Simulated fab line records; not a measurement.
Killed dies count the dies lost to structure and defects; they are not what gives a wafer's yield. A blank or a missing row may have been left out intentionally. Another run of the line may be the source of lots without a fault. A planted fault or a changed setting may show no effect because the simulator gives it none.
Which tool was responsible? | flow berkeley_cmos170 | 39 wafers from 13 lots sampled at 5 of the route's 331 steps

## WHAT THE GAUGES READ, wafer by wafer
UCB170_NWELL_THK_MEAS_05. Usual: for NWELL_NITRIDE_THK the level is 227.0 nm and the standard deviation is 2.
lot  | measured    | on            | NWELL_NITRIDE_THK (nm) | flag
L352 | day 2 09:43 | film_metro-02 | 230.5 230.9 229.8      |
L353 | day 2 15:10 | film_metro-01 | 224.7 227.2 226.3      |
L354 | day 2 20:04 | film_metro-03 | 223.9 224.6 224.5      |
L355 | day 2 20:03 | film_metro-01 | 222.7 222.5 222.3      |
L356 | day 3 05:44 | film_metro-03 | 226.8 226.3 228.8      |
L358 | day 3 13:02 | film_metro-01 | 227.2 226.2 227.2      |
L365 | day 5 01:23 | film_metro-02 | 214.0 213.7 212.8      | OFF
L367 | day 5 14:38 | film_metro-01 | 224.1 225.0 225.2      |
L368 | day 5 20:40 | film_metro-01 | 227.8 226.2 226.4      |
L369 | day 6 00:31 | film_metro-03 | 225.1 227.4 227.8      |
L372 | day 6 15:45 | film_metro-03 | 228.1 230.5 229.4      |
L373 | day 6 15:49 | film_metro-03 | 228.8 226.4 229.0      |
L374 | day 6 15:52 | film_metro-01 | 228.6 229.8 231.1      |

UCB170_NWELL_TW_MEAS_16. Usual: for NWELL_TW the level is 1245 and the standard deviation is 12.
lot  | measured    | on            | NWELL_TW       | flag
L352 | day 2 11:00 | film_metro-01 | 1247 1241 1236 |
L353 | day 2 16:27 | film_metro-03 | 1263 1259 1262 |
L354 | day 2 22:29 | film_metro-01 | 1243 1240 1242 |
L355 | day 2 21:46 | film_metro-03 | 1263 1265 1266 |
L356 | day 3 07:09 | film_metro-01 | 1237 1229 1241 |
L358 | day 3 15:28 | film_metro-01 | 1234 1237 1241 |
L365 | day 5 02:49 | film_metro-01 | 1238 1229 1226 |
L367 | day 5 15:56 | film_metro-01 | 1233 1234 1223 |
L368 | day 5 22:05 | film_metro-03 | 1256 1257 1254 |
L369 | day 6 02:16 | film_metro-02 | 1247 1247 1248 |
L372 | day 6 17:10 | film_metro-02 | 1240 1250 1247 |
L373 | day 6 17:17 | film_metro-01 | 1231 1236 1232 |
L374 | day 6 17:50 | film_metro-01 | 1241 1230 1231 |

UCB170_PWELL_THK_MEAS_06. Usual: for PWELL_NITRIDE_THK the level is 220.3 nm and the standard deviation is 1.7.
lot  | measured    | on            | PWELL_NITRIDE_THK (nm) | flag
L352 | day 2 23:35 | film_metro-03 | 218.8 221.5 219.3      |
L353 | day 3 07:39 | film_metro-03 | 222.0 221.8 220.2      |
L354 | day 3 16:21 | film_metro-03 | 219.9 220.7 220.3      |
L355 | day 3 16:21 | film_metro-01 | 215.4 216.9 217.3      |
L356 | day 3 23:10 | film_metro-01 | 217.0 219.3 219.0      |
L358 | day 4 04:58 | film_metro-04 | 223.1 221.2 222.4      |
L365 | day 5 17:26 | film_metro-04 | 220.8 221.3 220.2      |
L367 | day 6 10:07 | film_metro-01 | 220.6 219.1 219.5      |
L368 | day 6 14:22 | film_metro-03 | 222.0 222.0 222.1      |
L369 | day 6 19:29 | film_metro-01 | 217.6 219.8 223.0      |
L372 | day 7 10:28 | film_metro-01 | 222.1 222.1 219.6      |
L373 | day 7 10:29 | film_metro-04 | 219.9 219.6 218.9      |
L374 | day 7 10:27 | film_metro-03 | 220.4 221.2 219.3      |

UCB170_WELLDRIVE_THK_MEAS_02. Usual: for WELLDRIVE_OXIDE_THK the level is 200 nm and the standard deviation is 4.4.
lot  | measured    | on            | WELLDRIVE_OXIDE_THK (nm) | flag
L352 | day 3 13:11 | film_metro-01 | 204 203 201              |
L353 | day 3 19:49 | film_metro-01 | 192 193 194              |
L354 | day 4 05:31 | film_metro-04 | 207 209 209              |
L355 | day 4 05:31 | film_metro-01 | 206 206 207              |
L356 | day 4 11:10 | film_metro-02 | 199 199 198              |
L358 | day 4 17:21 | film_metro-04 | 201 202 205              |
L365 | day 6 06:13 | film_metro-04 | 204 202 202              |
L367 | day 7 00:43 | film_metro-02 | 197 196 197              |
L368 | day 7 04:26 | film_metro-02 | 200 201 199              |
L369 | day 7 10:26 | film_metro-04 | 199 202 201              |
L372 | day 8 00:13 | film_metro-04 | 200 201 204              |
L373 | day 8 00:13 | film_metro-01 | 197 198 199              |
L374 | day 8 00:13 | film_metro-02 | 204 200 202              |

## WHAT TOOL EACH LOT RAN ON (gives the tool, then ch and the chambers of the sampled wafers, and finally the start)
lot  | UCB170_NWELL_CVD_04
L352 | lpcvd-02 ch 0, day 2 07:47
L353 | lpcvd-02 ch 0, day 2 13:14
L354 | lpcvd-02 ch 1, day 2 18:07
L355 | lpcvd-02 ch 1, day 2 18:07
L356 | lpcvd-01 ch 0, day 3 03:48
L358 | lpcvd-02 ch 1, day 3 11:05
L365 | lpcvd-01 ch 1, day 4 23:27
L367 | lpcvd-01 ch 0, day 5 11:39
L368 | lpcvd-02 ch 1, day 5 17:44
L369 | lpcvd-02 ch 0, day 5 22:34
L372 | lpcvd-02 ch 1, day 6 13:49
L373 | lpcvd-02 ch 0, day 6 13:49
L374 | lpcvd-02 ch 1, day 6 13:49
- UCB170_NWELL_CVD_04: deposits Si3N4 from SiH2Cl2/NH3, target thk 224 nm, time 3360 s.

## AS READ BY THE TOOLS THEMSELVES (means over the sampled wafers that have a number; for cases with no such wafer, the mark the record gives instead)
UCB170_NWELL_CVD_04. Usual: 200.1 mTorr for pressure_mtorr, sd 0.45.
lot  | tool     | pressure_mtorr (mTorr) | flag
L352 | lpcvd-02 | 200.1                  |
L353 | lpcvd-02 | 200.0                  |
L354 | lpcvd-02 | 199.8                  |
L355 | lpcvd-02 | 200.6                  |
L356 | lpcvd-01 | 200.4                  |
L358 | lpcvd-02 | 199.9                  |
L365 | lpcvd-01 | 160.5                  | OFF
L367 | lpcvd-01 | 199.7                  |
L368 | lpcvd-02 | 200.1                  |
L369 | lpcvd-02 | 200.0                  |
L372 | lpcvd-02 | 200.0                  |
L373 | lpcvd-02 | 199.6                  |
L374 | lpcvd-02 | 200.0                  |

## THE ANSWER, worked out from the rows above alone
Rule: take the mean of a lot's wafers that have a number; if it is more than 3 standard deviations from the usual mean, the lot is off. Also off: a lot with no number at a reading for which 4 or more lots have one. Any other lot the step has rows for is counted as sound. Order of review: gauges by route order, followed by the tools' own readings, for which a lot's mean as printed above is used. At the first step where some lot is off, the reading lying furthest off is the one used; lots without a number count as furthest.
Off: at UCB170_NWELL_THK_MEAS_05 (NWELL_NITRIDE_THK), L365.
A tool fits if, at a process step before that reading, it ran every lot that is off, and no sound lot after the first of them. The gauges at UCB170_NWELL_THK_MEAS_05 aren't tried: what is off there is off at UCB170_NWELL_CVD_04 too, on other tools, and a gauge's error can't cause that. Of those tried, none fits.

## WHAT HAD BEEN PUT IN BY THE SIMULATOR
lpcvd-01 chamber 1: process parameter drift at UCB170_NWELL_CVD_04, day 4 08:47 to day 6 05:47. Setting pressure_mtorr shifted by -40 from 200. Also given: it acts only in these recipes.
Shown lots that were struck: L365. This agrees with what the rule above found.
